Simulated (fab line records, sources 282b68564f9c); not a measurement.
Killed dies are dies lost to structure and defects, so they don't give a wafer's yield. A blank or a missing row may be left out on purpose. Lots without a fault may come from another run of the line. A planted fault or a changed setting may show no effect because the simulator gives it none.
Which tool did it? | flow rit_cmos | 13 lots, 39 wafers sampled, at 2 steps of a route of 202

WHAT THE GAUGES READ, wafer by wafer
The record holds no reading of a measuring or inspecting step that can be judged against a usual standard deviation.

WHICH TOOL RAN EACH LOT (tool, then ch and the chambers of the sampled wafers, then the start)
lot  | RIT_SPACER_ETCHBACK_05            | RIT_M1_PROBE_99
L673 | rie_diel-01 ch 0,1,2, day 3 05:56 | -
L674 | rie_diel-02 ch 0,2, day 3 07:02   | -
L677 | rie_diel-02 ch 0,2, day 4 05:48   | -
L678 | rie_diel-01 ch 0,1,3, day 4 11:45 | -
L679 | rie_diel-02 ch 0,1,3, day 4 18:47 | -
L681 | rie_diel-04 ch 0,1,2, day 4 20:43 | prober-01, day 5 08:02
L680 | rie_diel-01 ch 0,1,2, day 4 21:17 | -
L687 | rie_diel-02 ch 2,3, day 5 22:43   | prober-02, day 6 09:52
L691 | rie_diel-02 ch 0,2,3, day 6 17:19 | -
L693 | rie_diel-01 ch 1,2,3, day 7 07:34 | -
L694 | rie_diel-04 ch 0,1, day 7 11:11   | -
L695 | rie_diel-01 ch 2,3, day 7 21:04   | -
L696 | rie_diel-01 ch 0,2,3, day 8 02:10 | -
- RIT_SPACER_ETCHBACK_05: etches Si3N4 in SF6/CHF3, stops on SiO2, target depth 250 nm, time 240 s.
- RIT_M1_PROBE_99

WHAT THE TOOLS THEMSELVES READ (means of the sampled wafers that have a number; where no wafer has one, the mark that the record gives instead)
RIT_SPACER_ETCHBACK_05.
lot  | tool        | drypump_motor_current_A (A) | oes_product_au (a.u.) | rf_fwd_power_W (W) | run_length_s (s) | throttle_valve_pct (%)
L673 | rie_diel-01 | 5.4                         | 0.845                 | 250.0              | 268.3            | 10.34
L674 | rie_diel-02 | 5.5                         | 0.828                 | 248.8              | 268.4            | 10.24
L677 | rie_diel-02 | 5.5                         | 0.850                 | 248.8              | 268.4            | 10.25
L678 | rie_diel-01 | 5.1                         | 0.858                 | 249.3              | 268.4            | 10.36
L679 | rie_diel-02 | 6.0                         | 0.854                 | 250.3              | 268.0            | 10.23
L681 | rie_diel-04 | 5.9                         | 0.845                 | 248.8              | 267.7            | 10.27
L680 | rie_diel-01 | 5.4                         | 0.843                 | 249.4              | 268.1            | 10.35
L687 | rie_diel-02 | 5.5                         | 0.843                 | 249.0              | 268.3            | 10.21
L691 | rie_diel-02 | 5.8                         | 0.813                 | 248.5              | 282.5            | 10.23
L693 | rie_diel-01 | 5.4                         | 0.848                 | 249.8              | 268.6            | 10.30
L694 | rie_diel-04 | 6.3                         | 0.847                 | 249.4              | 267.4            | 10.40
L695 | rie_diel-01 | 5.0                         | 0.844                 | 248.5              | 268.4            | 10.26
L696 | rie_diel-01 | 5.1                         | 0.860                 | 250.1              | 268.4            | 10.30

RIT_M1_PROBE_99.
lot  | tool      | killed_at_contacts | killed_at_front_end | killed_dies | killed_on_rim | killed_open | killed_short
L681 | prober-01 | 0.0                | 11.7                | 11.7        | 2.3           | 5.7         | 6.0
L687 | prober-02 | 0.0                | 5.3                 | 5.3         | 1.7           | 2.7         | 2.7

THE ANSWER, worked out from the rows above alone
Rule: what is usual is taken from the lots themselves. Put in order of their means at a reading, lots are off if they are a third of the lots or fewer, leave a main group of 4 or more, and stand apart from it by a gap of 3 or more times the standard deviation of the main group's means; of several such gaps the widest counts. A main group whose means are all the same, to the digits that the tables above print for the reading, isn't used. A lot without any number at a reading at which 4 lots or more have one is off too. The other lots that the step has rows for count as sound. The gauges are gone through in route order, then the tools' own readings, and for those a lot's mean is taken as printed above. The first step at which some lot is off is used, and at that step the reading that is off furthest; a lot without a number counts as furthest.
Off: L691, at RIT_SPACER_ETCHBACK_05 (run_length_s). The main group: mean 268.2 s, standard deviation 0.33.
A tool fits if, at that step or a process step before it, it ran every lot that is off, and no sound lot after the first of them. One fits: rie_diel-02 at RIT_SPACER_ETCHBACK_05. Its last sound lot is L687 (day 5 22:43), its first lot that is off L691 (day 6 17:19): a fault that began between those two fits.
The tool's own readings at RIT_SPACER_ETCHBACK_05 bear it out: on the lots that are off they differ by more than 5 times the standard deviation of the sound lots' means. run_length_s reads 282.5 s there against 268.2 s on the sound lots.

WHAT THE SIMULATOR HAD PUT IN
Process parameter drift: rie_diel-02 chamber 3, from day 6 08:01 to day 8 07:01, at RIT_SPACER_ETCHBACK_05. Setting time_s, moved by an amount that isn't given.
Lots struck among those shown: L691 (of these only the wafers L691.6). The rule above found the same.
